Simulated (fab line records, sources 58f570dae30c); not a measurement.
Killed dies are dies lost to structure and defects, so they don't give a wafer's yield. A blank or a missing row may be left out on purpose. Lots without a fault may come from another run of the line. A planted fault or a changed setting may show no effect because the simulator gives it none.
Which tool did it? | flow berkeley_cmos170 | 15 lots, 45 wafers sampled, at 4 steps of a route of 331

WHAT THE GAUGES READ, wafer by wafer
UCB170_M1_RS_MEAS_01: measures by four-point-probe.
lot  | measured     | on            | M1_AL_RS (ohm/sq)
L753 | day 6 13:41  | film_metro-01 | 0.0496 0.0493 0.0483
L755 | day 7 03:20  | film_metro-02 | 0.0488 0.0490 0.0477
L754 | day 7 03:56  | film_metro-01 | 0.0481 0.0490 0.0486
L756 | day 7 15:35  | film_metro-02 | 0.0494 0.0491 0.0493
L757 | day 8 02:57  | film_metro-02 | 0.0484 0.0477 0.0486
L758 | day 8 03:18  | film_metro-01 | 0.0489 0.0475 0.0487
L759 | day 8 04:29  | film_metro-04 | 0.0487 0.0491 0.0493
L761 | day 9 02:45  | film_metro-04 | 0.0480 0.0485 0.0483
L762 | day 9 12:38  | film_metro-04 | 0.0493 0.0494 0.0495
L763 | day 9 14:35  | film_metro-01 | 0.0490 0.0492 0.0492
L765 | day 9 15:10  | film_metro-01 | 0.0475 0.0486 0.0487
L766 | day 10 02:35 | film_metro-04 | 0.0490 0.0491 0.0488
L771 | day 10 19:17 | film_metro-02 | 0.0488 0.0477 0.0493
L776 | day 11 21:07 | film_metro-04 | 0.0493 0.0489 0.0489
L775 | day 11 20:41 | film_metro-02 | 0.0486 0.0488 0.0475

WHICH TOOL RAN EACH LOT (tool, then ch and the chambers of the sampled wafers, then the start)
lot  | UCB170_NLDD_STRIP_10                 | UCB170_CONTACT_RTA_08            | UCB170_CONTACT_ETCH_17
L753 | plasma_asher-02 ch 1, day 5 19:37    | rtp_anneal-02 ch 0, day 6 10:58  | rie_diel-01 ch 1,3, day 6 13:03
L755 | plasma_asher-01 ch 0,1, day 6 08:58  | rtp_anneal-01 ch 0, day 7 01:28  | rie_diel-02 ch 0,1,3, day 7 02:40
L754 | plasma_asher-02 ch 0,1, day 6 09:15  | rtp_anneal-02 ch 0, day 7 02:05  | rie_diel-04 ch 0,2,3, day 7 03:09
L756 | plasma_asher-03 ch 1, day 6 22:40    | rtp_anneal-01 ch 0, day 7 13:47  | rie_diel-04 ch 0,1,2, day 7 14:58
L757 | plasma_asher-01 ch 0,1, day 7 11:02  | rtp_anneal-02 ch 0, day 8 01:16  | rie_diel-04 ch 1,3, day 8 02:19
L758 | plasma_asher-03 ch 0,1, day 7 11:16  | rtp_anneal-01 ch 0, day 8 01:16  | rie_diel-01 ch 0,3, day 8 02:34
L759 | plasma_asher-02 ch 0,1, day 7 11:31  | rtp_anneal-01 ch 0, day 8 02:40  | rie_diel-04 ch 0,1,3, day 8 03:51
L761 | plasma_asher-03 ch 0,1, day 8 09:52  | rtp_anneal-01 ch 0, day 9 00:53  | rie_diel-01 ch 0,1, day 9 01:57
L762 | plasma_asher-01 ch 0, day 8 20:57    | rtp_anneal-02 ch 0, day 9 10:40  | rie_diel-04 ch 0,2,3, day 9 11:49
L763 | plasma_asher-03 ch 0,1, day 8 21:27  | rtp_anneal-02 ch 0, day 9 12:22  | rie_diel-01 ch 0,2,3, day 9 13:44
L765 | plasma_asher-03 ch 0,1, day 8 21:47  | rtp_anneal-01 ch 0, day 9 12:46  | rie_diel-04 ch 2,3, day 9 14:24
L766 | plasma_asher-01 ch 0,1, day 9 11:29  | rtp_anneal-02 ch 0, day 10 00:19 | rie_diel-02 ch 0,1,3, day 10 01:55
L771 | plasma_asher-01 ch 0,1, day 10 01:52 | rtp_anneal-01 ch 0, day 10 17:35 | rie_diel-01 ch 0,1,2, day 10 18:39
L776 | plasma_asher-03 ch 0,1, day 11 04:20 | rtp_anneal-01 ch 0, day 11 18:41 | rie_diel-01 ch 0,3, day 11 20:17
L775 | plasma_asher-01 ch 0,1, day 11 04:37 | rtp_anneal-02 ch 0, day 11 18:21 | rie_diel-02 ch 0,1, day 11 20:00
- UCB170_NLDD_STRIP_10: strips in O2.
- UCB170_CONTACT_RTA_08: time 10 s.
- UCB170_CONTACT_ETCH_17: etches BARC in N2/H2.

WHAT THE TOOLS THEMSELVES READ (means of the sampled wafers that have a number; where no wafer has one, the mark that the record gives instead)
UCB170_NLDD_STRIP_10.
lot  | tool            | drypump_motor_current_A (A) | oes_product_au (a.u.) | strip_time_to_endpoint_s (s)
L753 | plasma_asher-02 | 6.1                         | 0.733                 | 21.64
L755 | plasma_asher-01 | 5.2                         | 0.732                 | 21.56
L754 | plasma_asher-02 | 6.1                         | 0.733                 | 21.69
L756 | plasma_asher-03 | 4.9                         | 0.738                 | 21.56
L757 | plasma_asher-01 | 5.2                         | 0.732                 | 21.61
L758 | plasma_asher-03 | 5.3                         | 0.733                 | 21.60
L759 | plasma_asher-02 | 6.1                         | 0.732                 | 21.68
L761 | plasma_asher-03 | 5.3                         | 0.735                 | 21.55
L762 | plasma_asher-01 | 5.0                         | 0.732                 | 21.62
L763 | plasma_asher-03 | 5.3                         | 0.737                 | 21.63
L765 | plasma_asher-03 | 5.7                         | 0.738                 | 21.69
L766 | plasma_asher-01 | 5.4                         | 0.734                 | 21.74
L771 | plasma_asher-01 | 5.3                         | 0.732                 | 21.60
L776 | plasma_asher-03 | 5.6                         | 0.740                 | 21.55
L775 | plasma_asher-01 | 5.3                         | 0.737                 | 21.76

UCB170_CONTACT_RTA_08.
lot  | tool          | lamp_power_pct (%) | wafer_temp_C_max
L753 | rtp_anneal-02 | 26.0               | 905.8
L755 | rtp_anneal-01 | 22.6               | 905.4
L754 | rtp_anneal-02 | 26.0               | 904.3
L756 | rtp_anneal-01 | 22.6               | 905.3
L757 | rtp_anneal-02 | 25.9               | 905.6
L758 | rtp_anneal-01 | 22.6               | 904.5
L759 | rtp_anneal-01 | 22.6               | 904.2
L761 | rtp_anneal-01 | 22.6               | 905.7
L762 | rtp_anneal-02 | 25.9               | 906.6
L763 | rtp_anneal-02 | 25.9               | 905.0
L765 | rtp_anneal-01 | 22.6               | 904.9
L766 | rtp_anneal-02 | 25.9               | 905.4
L771 | rtp_anneal-01 | 22.6               | 904.1
L776 | rtp_anneal-01 | 22.6               | 904.6
L775 | rtp_anneal-02 | 25.9               | 906.1

UCB170_CONTACT_ETCH_17.
lot  | tool        | drypump_motor_current_A (A) | n2_flow_sccm (sccm) | oes_product_au (a.u.) | throttle_valve_pct (%)
L753 | rie_diel-01 | 5.5                         | 99.77               | 1.003                 | 13.28
L755 | rie_diel-02 | 6.0                         | 99.87               | 1.002                 | 13.44
L754 | rie_diel-04 | 6.0                         | 100.11              | 0.998                 | 13.11
L756 | rie_diel-04 | 6.0                         | 100.02              | 1.011                 | 13.17
L757 | rie_diel-04 | 5.6                         | 100.13              | 1.006                 | 13.17
L758 | rie_diel-01 | 5.7                         | 100.02              | 1.008                 | 13.21
L759 | rie_diel-04 | 5.8                         | 99.77               | 1.011                 | 13.18
L761 | rie_diel-01 | 5.6                         | 99.72               | 1.011                 | 13.40
L762 | rie_diel-04 | 6.0                         | 100.11              | 0.992                 | 13.11
L763 | rie_diel-01 | 5.9                         | 99.99               | 1.007                 | 13.11
L765 | rie_diel-04 | 5.9                         | 99.66               | 0.993                 | 13.05
L766 | rie_diel-02 | 5.9                         | 99.71               | 1.002                 | 13.44
L771 | rie_diel-01 | 5.9                         | 100.04              | 1.010                 | 13.27
L776 | rie_diel-01 | 5.6                         | 99.92               | 1.005                 | 13.21
L775 | rie_diel-02 | 5.7                         | 99.88               | 1.005                 | 13.44

THE ANSWER, worked out from the rows above alone
Rule: what is usual is taken from the lots themselves. Put in order of their means at a reading, lots are off if they are a third of the lots or fewer, leave a main group of 4 or more, and stand apart from it by a gap of 3 or more times the standard deviation of the main group's means; of several such gaps the widest counts. A main group whose means are all the same, to the digits that the tables above print for the reading, isn't used. A lot without any number at a reading at which 4 lots or more have one is off too. The other lots that the step has rows for count as sound. The gauges are gone through in route order, then the tools' own readings, and for those a lot's mean is taken as printed above. The first step at which some lot is off is used, and at that step the reading that is off furthest; a lot without a number counts as furthest.
No lot is off at any reading shown: from this, nothing can be told.

WHAT THE SIMULATOR HAD PUT IN
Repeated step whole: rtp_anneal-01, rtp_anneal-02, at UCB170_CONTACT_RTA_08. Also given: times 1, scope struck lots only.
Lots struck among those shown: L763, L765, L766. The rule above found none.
